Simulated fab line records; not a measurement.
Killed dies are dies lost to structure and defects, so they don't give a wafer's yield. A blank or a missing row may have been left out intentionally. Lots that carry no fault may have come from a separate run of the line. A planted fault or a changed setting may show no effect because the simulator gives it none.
fab line records	flow rit_cmos
record: lots: 14	wafers: 42	last_day: 7
route steps=202 shown FOX1@21 PRETRO@70 SPACER@128 NSD@141 M1@202
lots with no fault: from the same line, run without faults
start_h: start of the lot's first displayed wafer, in hours after the record's first day	wait_h: time in hours since the lot's previous step	" same as the row above	L1.1+2: a single row standing in for several wafers	- no value, or no start given	* or withheld: withheld	< > ~ a bound
route shown NAME@n: NAME is a module with steps in the file, n the number in the route of the first one	usual: the fault-free wafers' mean and standard deviation	same: alike in all rows	chamber/n: place in a boat	sites: per-site readings	_std_site: their standard deviation	_edge_site: inner sites' mean taken away from outer sites' mean	radius_mm: for every site, how far away it sits from the centre of the wafer	mask NAME#n: copy n	behind: tool/chamber where the wafer was last shaped	hold: the reason the lot was held/the length of the hold in hours/how it ended	device: the transistor (n, p or np) that didn't switch	end of line: at the end of the route, the tests of the same wafers	a step without rows: its recipe alone	killed: at the first sort, the dies lost to defects and structure; wafer yield is something else	map: shows each die of a wafer: x if killed, . if not, _ if none is there
set.NAME: the run value of the setting; set.NAME@STEP: its run value at that earlier step	model.NAME: the simulator's own value behind a step, which no gauge read
one table for each step of the route and one row for each wafer, over a sample of lots
services: the hour from which a tool's chamber was out of use, counted from the record's first day as start_h (under 0 if before that day), plus the number of hours and why
== steps ==
step: RIT_FOX1_THK_MEAS_01
recipe: reads: SiO2_of_FOX1_OXIDATION_00
usual: FOX1_OXIDE_THK: 349/6.2
lot.wafer	tool	chamber	start_h	wait_h	FOX1_OXIDE_THK[nm]
L993.3	film_metro-03	-	24.87	0.0	351
L993.4	"	-	"	"	350
L993.5	"	-	"	"	352
L994.3	film_metro-03	-	33.78	0.0	343
L994.4	"	-	"	"	343
L994.6	"	-	"	"	339
L995.1	film_metro-01	-	35.40	0.0	351
L995.2	"	-	"	"	356
L995.3	"	-	"	"	354
L996.1	film_metro-04	-	39.43	0.0	352
L996.4	"	-	"	"	355
L996.5	"	-	"	"	345
L997.1	film_metro-04	-	43.31	0.0	345
L997.3	"	-	"	"	339
L997.5	"	-	"	"	340
L998.3	film_metro-01	-	49.27	0.0	353
L998.4	"	-	"	"	357
L998.5	"	-	"	"	358
L100.1	film_metro-03	-	60.10	0.0	344
L100.3	"	-	"	"	347
L100.6	"	-	"	"	342
L102.1	film_metro-01	-	68.40	0.0	356
L102.2	"	-	"	"	351
L102.5	"	-	"	"	354
L103.1	film_metro-03	-	72.48	0.0	345
L103.4	"	-	"	"	348
L103.5	"	-	"	"	347
L105.3	film_metro-01	-	83.62	0.0	350
L105.4	"	-	"	"	356
L105.6	"	-	"	"	354
L108.1	film_metro-01	-	101.75	0.0	356
L108.4	"	-	"	"	356
L108.6	"	-	"	"	353
L110.2	film_metro-01	-	110.23	0.0	348
L110.3	"	-	"	"	343
L110.6	"	-	"	"	348
L111.4	film_metro-03	-	114.81	0.0	346
L111.5	"	-	"	"	347
L111.6	"	-	"	"	348
L115.1	film_metro-01	-	135.08	0.0	358
L115.5	"	-	"	"	365
L115.6	"	-	"	"	358
step: RIT_PRETRO_OVL_MEAS_06
usual: PRETRO_OVL: -0.5/1.5
lot.wafer	tool	chamber	start_h	wait_h	PRETRO_OVL[nm]
L993.3	overlay-01	-	42.47	-	-0.1
L993.4	"	-	"	"	-0.6
L993.5	"	-	"	"	1.1
L994.3	overlay-02	-	48.11	-	3.7
L994.4	"	-	"	"	1.9
L994.6	"	-	"	"	1.2
L995.1	overlay-01	-	51.01	-	-1.4
L995.2	"	-	"	"	-0.9
L995.3	"	-	"	"	-1.0
L996.1	overlay-01	-	56.08	-	-2.6
L996.4	"	-	"	"	-2.6
L996.5	"	-	"	"	-2.6
L997.1	overlay-02	-	58.92	-	-0.2
L997.3	"	-	"	"	2.5
L997.5	"	-	"	"	0.2
L998.3	overlay-01	-	65.67	-	0.7
L998.4	"	-	"	"	-1.8
L998.5	"	-	"	"	-1.3
L100.1	overlay-02	-	79.97	-	3.6
L100.3	"	-	"	"	-0.2
L100.6	"	-	"	"	2.7
L102.1	overlay-02	-	84.25	-	0.1
L102.2	"	-	"	"	0.5
L102.5	"	-	"	"	0.6
L103.1	overlay-01	-	88.80	-	1.6
L103.4	"	-	"	"	-2.2
L103.5	"	-	"	"	0.3
L105.3	overlay-02	-	97.68	-	0.1
L105.4	"	-	"	"	-1.0
L105.6	"	-	"	"	-1.4
L108.1	overlay-02	-	118.42	-	-2.1
L108.4	"	-	"	"	-2.3
L108.6	"	-	"	"	-2.1
L110.2	overlay-02	-	126.10	-	-2.3
L110.3	"	-	"	"	-2.7
L110.6	"	-	"	"	-0.8
L111.4	overlay-01	-	131.20	-	-1.9
L111.5	"	-	"	"	-2.9
L111.6	"	-	"	"	-2.5
L115.1	overlay-01	-	150.60	-	-0.1
L115.5	"	-	"	"	-1.8
L115.6	"	-	"	"	0.5
step: RIT_SPACER_CVD_03
recipe: material: Si3N4	target_thk_nm: 250	temp_c: 810	precursor: SiH2Cl2/NH3	time_s: 3300	pressure_mtorr: 300	sih2cl2_flow_sccm: 60	nh3_flow_sccm: 150
usual: spike_tc_centre_C: 811.9/1.4	spike_tc_load_C: 836/4	spike_tc_source_C: 831.1/1.4
same: time_s: 3300
lot.wafer	tool	chamber	start_h	wait_h	spike_tc_centre_C	spike_tc_load_C	spike_tc_source_C
L993.3	lpcvd-02	0	61.49	0.0	813.4	831	830.5
L993.4	"	0	"	"	811.3	833	830.4
L993.5	"	0	"	"	810.2	834	827.8
L994.3	lpcvd-01	0	61.79	0.0	813.8	835	830.3
L994.4	"	0	"	"	811.8	836	831.8
L994.6	"	0	"	"	813.2	835	829.9
L995.1	lpcvd-01	0	66.04	0.0	812.5	835	829.1
L995.2	"	0	"	"	814.2	835	830.5
L995.3	"	0	"	"	811.6	837	828.8
L996.1	lpcvd-01	0	74.17	0.0	812.2	835	829.5
L996.4	"	0	"	"	813.4	836	829.8
L996.5	"	0	"	"	812.3	837	830.1
L997.1	lpcvd-02	0	74.74	0.0	811.8	833	829.8
L997.3	"	0	"	"	813.0	834	829.5
L997.5	"	0	"	"	812.2	835	830.1
L998.3	lpcvd-01	0	78.57	0.0	811.6	838	831.3
L998.4	"	0	"	"	812.6	835	832.2
L998.5	"	0	"	"	811.2	837	831.0
L100.1	lpcvd-02	1	96.24	0.9	812.0	843	832.8
L100.3	"	1	"	"	810.4	843	831.4
L100.6	"	1	"	"	810.5	843	832.8
L102.1	lpcvd-01	0	102.47	0.0	813.5	835	831.3
L102.2	"	0	"	"	814.7	835	831.0
L102.5	"	0	"	"	813.8	837	832.7
L103.1	lpcvd-02	1	109.02	0.0	811.0	843	832.7
L103.4	"	1	"	"	809.9	842	832.3
L103.5	"	1	"	"	809.2	842	831.9
L105.3	lpcvd-02	0	115.66	0.0	812.5	834	830.5
L105.4	"	0	"	"	811.5	833	829.9
L105.6	"	0	"	"	812.1	832	830.7
L108.1	lpcvd-02	1	133.60	1.1	830.7	862	853.1
L108.4	"	1	"	"	829.3	864	852.2
L108.6	"	1	"	"	829.7	864	853.4
L110.2	lpcvd-01	0	143.01	0.0	812.1	836	831.9
L110.3	"	0	"	"	813.5	836	828.9
L110.6	"	0	"	"	813.9	838	832.3
L111.4	lpcvd-02	1	144.33	0.5	829.8	862	852.4
L111.5	"	1	"	"	831.3	861	851.6
L111.6	"	1	"	"	830.7	862	852.7
L115.1	lpcvd-01	0	165.10	0.0	812.3	834	830.4
L115.5	"	0	"	"	812.6	836	830.5
L115.6	"	0	"	"	812.6	837	830.1
step: RIT_SPACER_THK_MEAS_04
recipe: reads: Si3N4_of_SPACER_CVD_03
usual: SPACER_NITRIDE_THK: 250.3/2.4
lot.wafer	tool	chamber	start_h	wait_h	SPACER_NITRIDE_THK[nm]
L993.3	film_metro-01	-	63.42	0.0	254.3
L993.4	"	-	"	"	254.4
L993.5	"	-	"	"	254.7
L994.3	film_metro-04	-	63.72	0.0	251.7
L994.4	"	-	"	"	251.3
L994.6	"	-	"	"	247.8
L995.1	film_metro-01	-	67.96	0.0	250.4
L995.2	"	-	"	"	249.1
L995.3	"	-	"	"	249.7
L996.1	film_metro-03	-	76.08	0.0	246.9
L996.4	"	-	"	"	248.1
L996.5	"	-	"	"	248.7
L997.1	film_metro-03	-	76.66	0.0	251.9
L997.3	"	-	"	"	250.8
L997.5	"	-	"	"	254.1
L998.3	film_metro-01	-	80.50	0.0	251.5
L998.4	"	-	"	"	250.6
L998.5	"	-	"	"	250.5
L100.1	film_metro-01	-	98.16	0.0	252.5
L100.3	"	-	"	"	251.2
L100.6	"	-	"	"	252.3
L102.1	film_metro-01	-	104.38	0.0	246.7
L102.2	"	-	"	"	246.5
L102.5	"	-	"	"	247.3
L103.1	film_metro-01	-	110.94	0.0	254.1
L103.4	"	-	"	"	252.5
L103.5	"	-	"	"	254.2
L105.3	film_metro-04	-	117.60	0.0	246.8
L105.4	"	-	"	"	250.4
L105.6	"	-	"	"	247.1
L108.1	film_metro-04	-	135.52	0.0	352.7
L108.4	"	-	"	"	354.5
L108.6	"	-	"	"	352.0
L110.2	film_metro-01	-	144.94	0.0	249.2
L110.3	"	-	"	"	250.9
L110.6	"	-	"	"	249.6
L111.4	film_metro-04	-	146.27	0.0	354.1
L111.5	"	-	"	"	352.9
L111.6	"	-	"	"	353.0
L115.1	film_metro-01	-	167.02	0.0	251.2
L115.5	"	-	"	"	252.6
L115.6	"	-	"	"	249.8
step: RIT_SPACER_ETCHBACK_05
recipe: target_depth_a: 2500	SF6_flow_sccm: 30	CHF3_flow_sccm: 30	target: Si3N4	chemistry: SF6/CHF3	pressure_mtorr: 40	rf_w: 250	time_s: 240	stop_on: SiO2
usual: drypump_motor_current_A: 5.7/0.52	oes_product_au: 0.844/0.013	throttle_valve_pct: 10.20/0.12
same: time_s: 240
lot.wafer	tool	chamber	start_h	wait_h	drypump_motor_current_A	oes_product_au	rf_hours_counter_h	throttle_valve_pct
L993.3	rie_diel-02	2	63.46	0.0	5.8	0.866	117	10.44
L993.4	"	1	"	"	5.6	0.856	3	10.16
L993.5	"	2	"	"	5.8	0.869	-	10.45
L994.3	rie_diel-03	0	63.76	0.0	5.2	0.847	1	10.20
L994.4	"	2	"	"	5.2	0.861	112	10.10
L994.6	"	1	"	"	5.6	0.850	-	10.23
L995.1	rie_diel-02	3	68.02	0.1	6.3	0.837	1	10.04
L995.2	"	1	"	"	5.6	0.840	3	10.15
L995.3	"	2	"	"	5.8	0.861	118	10.44
L996.1	rie_diel-04	1	76.14	0.1	6.8	0.829	33	10.28
L996.4	"	2	"	"	6.0	0.817	5	10.01
L996.5	"	0	"	"	5.2	0.837	-	10.12
L997.1	rie_diel-02	2	76.72	0.1	5.8	0.854	118	10.45
L997.3	"	0	"	"	5.4	0.842	129	10.31
L997.5	"	3	"	"	6.4	0.848	-	10.04
L998.3	rie_diel-03	0	80.54	0.0	5.2	0.856	2	10.20
L998.4	"	2	"	"	5.2	0.852	112	10.13
L998.5	"	0	"	"	5.3	0.855	-	10.20
L100.1	rie_diel-04	3	98.22	0.1	5.7	0.850	3	10.38
L100.3	"	2	"	"	6.0	0.819	6	10.01
L100.6	"	1	"	"	6.8	0.845	-	10.29
L102.1	rie_diel-04	1	104.44	0.1	6.8	0.833	33	10.29
L102.2	"	0	"	"	5.3	0.834	55	10.11
L102.5	"	1	"	"	6.8	0.851	-	10.28
L103.1	rie_diel-03	1	111.00	0.1	5.6	0.844	0	10.22
L103.4	"	3	"	"	5.2	0.849	58	10.18
L103.5	"	2	"	"	5.2	0.852	-	10.12
L105.3	rie_diel-03	1	117.64	0.0	5.6	0.826	0	10.22
L105.4	"	2	"	"	5.2	0.851	112	10.12
L105.6	"	1	"	"	5.6	0.822	-	10.22
L108.1	rie_diel-04	2	135.58	0.1	6.0	0.975	6	10.07
L108.4	"	1	"	"	6.8	0.992	34	10.33
L108.6	"	2	"	"	6.0	0.989	-	10.07
L110.2	rie_diel-03	1	144.99	0.0	5.6	0.823	1	10.22
L110.3	"	0	"	"	5.3	0.854	3	10.20
L110.6	"	3	"	"	5.1	0.854	-	10.18
L111.4	rie_diel-04	2	146.30	0.0	6.0	0.970	6	10.07
L111.5	"	1	"	"	6.8	0.971	-	10.34
L111.6	"	2	"	"	6.0	0.980	-	10.07
L115.1	rie_diel-04	2	167.08	0.1	6.0	0.810	7	10.02
L115.5	"	0	"	"	5.3	0.849	-	10.13
L115.6	"	3	"	"	5.7	0.847	-	10.37
step: RIT_NSD_TW_MEAS_10
usual: NSD_TW: 3124/31
lot.wafer	tool	chamber	start_h	wait_h	NSD_TW
L993.3	film_metro-03	-	65.12	0.1	3138
L993.4	"	-	"	"	3166
L993.5	"	-	"	"	3151
L994.3	film_metro-04	-	65.42	0.1	3096
L994.4	"	-	"	"	3106
L994.6	"	-	"	"	3097
L995.1	film_metro-02	-	70.03	0.1	3143
L995.2	"	-	"	"	3163
L995.3	"	-	"	"	3165
L996.1	film_metro-03	-	77.80	0.1	3152
L996.4	"	-	"	"	3150
L996.5	"	-	"	"	3159
L997.1	film_metro-04	-	78.28	0.1	3088
L997.3	"	-	"	"	3109
L997.5	"	-	"	"	3120
L998.3	film_metro-02	-	82.07	0.1	3116
L998.4	"	-	"	"	3119
L998.5	"	-	"	"	3121
L100.1	film_metro-02	-	99.73	0.1	3136
L100.3	"	-	"	"	3130
L100.6	"	-	"	"	3124
L102.1	film_metro-03	-	106.08	0.1	3153
L102.2	"	-	"	"	3172
L102.5	"	-	"	"	3152
L103.1	film_metro-03	-	112.63	0.1	3139
L103.4	"	-	"	"	3157
L103.5	"	-	"	"	3162
L105.3	film_metro-04	-	119.37	0.1	3108
L105.4	"	-	"	"	3090
L105.6	"	-	"	"	3082
L110.2	film_metro-04	-	146.64	0.1	3077
L110.3	"	-	"	"	3074
L110.6	"	-	"	"	3078
L115.1	film_metro-02	-	168.59	0.1	3115
L115.5	"	-	"	"	3116
L115.6	"	-	"	"	3112
step: RIT_M1_PROBE_99
usual: killed_at_contacts: 0.1/0.23	killed_at_front_end: 6.6/2.8	killed_dies: 6.6/2.8	killed_on_rim: 1.8/1.4	killed_open: 3.3/2	killed_short: 3.2/1.7
same: gross_dies: 264	killed_at_M0_to_M3: 0	killed_at_M4_up: 0	killed_at_back_side: 0	killed_at_other: 0
lot.wafer	tool	chamber	start_h	wait_h	killed_at_contacts	killed_at_front_end	killed_dies	killed_on_rim	killed_open	killed_short
L996.1	prober-02	-	87.74	0.1	0	5	5	1	0	5
L996.4	prober-02	-	87.89	0.2	0	10	10	3	7	3
L996.5	prober-02	-	87.94	0.2	0	11	11	4	7	4
L997.1	prober-01	-	89.24	0.1	0	3	3	3	1	2
L997.3	prober-01	-	89.34	0.2	0	6	6	2	4	2
L997.5	prober-01	-	89.44	0.2	0	8	8	2	2	6
L998.3	prober-02	-	91.85	0.2	0	4	4	0	0	3
L998.4	prober-02	-	91.90	0.2	0	7	7	1	4	3
L998.5	prober-02	-	91.95	0.2	0	13	13	3	6	6
L103.1	prober-01	-	122.03	0.1	0	8	8	3	0	8
L103.4	prober-01	-	122.18	0.2	0	6	6	0	2	4
L103.5	prober-01	-	122.23	0.2	0	6	6	0	1	5
L108.1	prober-02	-	146.70	0.1	0	264	264	70	3	5
L108.4	prober-02	-	146.85	0.2	0	264	264	70	5	5
L108.6	prober-02	-	146.95	0.2	0	264	264	70	11	3
L111.4	prober-01	-	157.76	0.2	0	264	264	70	4	2
L111.5	prober-01	-	157.81	0.2	0	264	264	70	2	4
L111.6	prober-01	-	157.86	0.2	0	264	264	70	5	1
L115.1	prober-01	-	178.22	0.1	0	2	2	1	0	2
L115.5	prober-01	-	178.42	0.2	0	3	3	1	2	1
L115.6	prober-01	-	178.47	0.2	0	2	2	0	0	2
killed by level:class
L996.1 GATE:geometric_particle:short=2 FOX1:geometric_particle:short=1 FOX2:geometric_particle:short=1 SILICIDE:geometric_particle:short=1
L996.4 FOX1:geometric_particle:open=4 FOX2:geometric_particle:short=2 SPACER:geometric_particle:open=2 GATE:geometric_particle:open=1 SPACER:geometric_particle:short=1
L996.5 FOX1:geometric_particle:open=2 FOX2:geometric_particle:open=2 SILICIDE:geometric_particle:open=2 FOX1:geometric_particle:short=1 FOX2:geometric_particle:short=1 GATE:geometric_particle:short=1 REOX:geometric_particle:open=1 SPACER:geometric_particle:short=1
L997.1 GATE:geometric_particle:short=2 FOX1:geometric_particle:open=1
L997.3 GATE:geometric_particle:open=2 SILICIDE:geometric_particle:open=2 FOX1:geometric_particle:short=1 GATE:geometric_particle:short=1
L997.5 GATE:geometric_particle:short=3 SILICIDE:geometric_particle:short=2 GATE:geometric_particle:open=1 REOX:geometric_particle:open=1 REOX:geometric_particle:short=1
L998.3 FOX1:geometric_particle:short=2 REOX:geometric_particle:short=1 ACTIVE:coat_microbubble_printed=1
L998.4 FOX1:geometric_particle:short=2 FOX2:geometric_particle:open=2 FOX1:geometric_particle:open=1 SPACER:geometric_particle:short=1 SILICIDE:geometric_particle:open=1
L998.5 FOX1:geometric_particle:open=5 GATE:geometric_particle:short=3 FOX1:geometric_particle:short=1 GATE:geometric_particle:open=1 SPACER:geometric_particle:short=1 SILICIDE:geometric_particle:short=1 ACTIVE:coat_microbubble_printed=1
L103.1 REOX:geometric_particle:short=4 GATE:geometric_particle:short=3 SPACER:geometric_particle:short=1
L103.4 GATE:geometric_particle:short=3 FOX1:geometric_particle:short=1 FOX1:geometric_particle:open=1 GATE:geometric_particle:open=1
L103.5 GATE:geometric_particle:short=2 SPACER:geometric_particle:short=2 FOX1:geometric_particle:short=1 FOX1:geometric_particle:open=1
L108.1 SPACER:area_etchback=255 GATE:geometric_particle:open=2 REOX:geometric_particle:short=2 FOX1:geometric_particle:short=1 GATE:geometric_particle:short=1 REOX:geometric_particle:open=1 SPACER:geometric_particle:short=1 NLDD:coat_microbubble_printed=1
L108.4 SPACER:area_etchback=254 GATE:geometric_particle:short=3 FOX1:geometric_particle:open=2 GATE:geometric_particle:open=2 REOX:geometric_particle:short=2 REOX:geometric_particle:open=1
L108.6 SPACER:area_etchback=249 GATE:geometric_particle:open=8 FOX1:geometric_particle:open=2 GATE:geometric_particle:short=2 SILICIDE:geometric_particle:short=1 SILICIDE:geometric_particle:open=1 NWELL:coat_microbubble_printed=1
L111.4 SPACER:area_etchback=257 FOX1:geometric_particle:open=3 FOX2:geometric_particle:short=1 GATE:geometric_particle:short=1 REOX:geometric_particle:open=1 PRETRO:coat_microbubble_printed=1
L111.5 SPACER:area_etchback=258 FOX1:geometric_particle:short=1 GATE:geometric_particle:open=1 GATE:geometric_particle:short=1 REOX:geometric_particle:short=1 SPACER:geometric_particle:short=1 SILICIDE:geometric_particle:open=1
L111.6 SPACER:area_etchback=258 FOX1:geometric_particle:open=3 SILICIDE:geometric_particle:open=2 GATE:geometric_particle:short=1
L115.1 GATE:geometric_particle:short=1 SILICIDE:geometric_particle:short=1
L115.5 GATE:geometric_particle:open=1 REOX:geometric_particle:open=1 SILICIDE:geometric_particle:short=1
L115.6 GATE:geometric_particle:short=1 SILICIDE:geometric_particle:short=1
== services ==
tool	chamber	start_h	hours	kind
rie_diel-03	3	52.52	4.3	repair
rie_diel-02	0	81.92	9.5	repair
rie_diel-03	1	85.17	-	clean
rie_diel-03	1	85.17	20.9	scheduled_down
rie_diel-03	1	85.17	20.9	vent_cycle
rie_diel-04	2	87.08	5.0	repair
== key ==
first_sign: step: RIT_SPACER_CVD_03	reading: spike_tc_source_C	direction: up	sigmas: 15	usual: 831.1	struck: 852.6
effect: step: RIT_SPACER_CVD_03	reading: spike_tc_centre_C	direction: up	sigmas: 13	usual: 811.9	struck: 830.3
effect: step: RIT_SPACER_THK_MEAS_04	reading: SPACER_NITRIDE_THK	direction: up	sigmas: 43	usual: 250.3	struck: 353.2
effect: step: RIT_SPACER_ETCHBACK_05	reading: oes_product_au	direction: up	sigmas: 10	usual: 0.844	struck: 0.979
effect: step: RIT_M1_PROBE_99	reading: killed_at_front_end	direction: up	sigmas: 92	usual: 6.6	struck: 264
more_kills_born_at: RIT_SPACER_ETCHBACK_05@rie_diel-04: 1531
met_at RIT_SPACER_CVD_03
struck_lots L108,L111
struck_wafers L108.1,L108.4,L108.6,L111.4,L111.5,L111.6
later_rows_left_out L108.1,L108.4,L108.6,L111.4,L111.5,L111.6
tester_left_out L108,L111
not_acting_at RIT_FOX1_THK_MEAS_01,RIT_PRETRO_OVL_MEAS_06,RIT_NSD_TW_MEAS_10
onset_between 109.02 133.60
fault: kind: process_parameter_drift	tool: lpcvd-02	chamber: 1	onset_h: 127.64	steps: RIT_SPACER_CVD_03	channel: temp_c	offset: *	shape: step	end_h: 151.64	acts_in: *	stated: *
tester_left_out: of these lots the tester's yield and bins aren't shown, on N5 and GAA mostly nor the transistor test; their killed dies are dies lost to structure and defects alone, not to doping, threshold or leakage, so they don't give the yield
later_rows_left_out: the simulator's readings of these wafers behind a module that went badly wrong aren't trusted and aren't shown, but for the sort
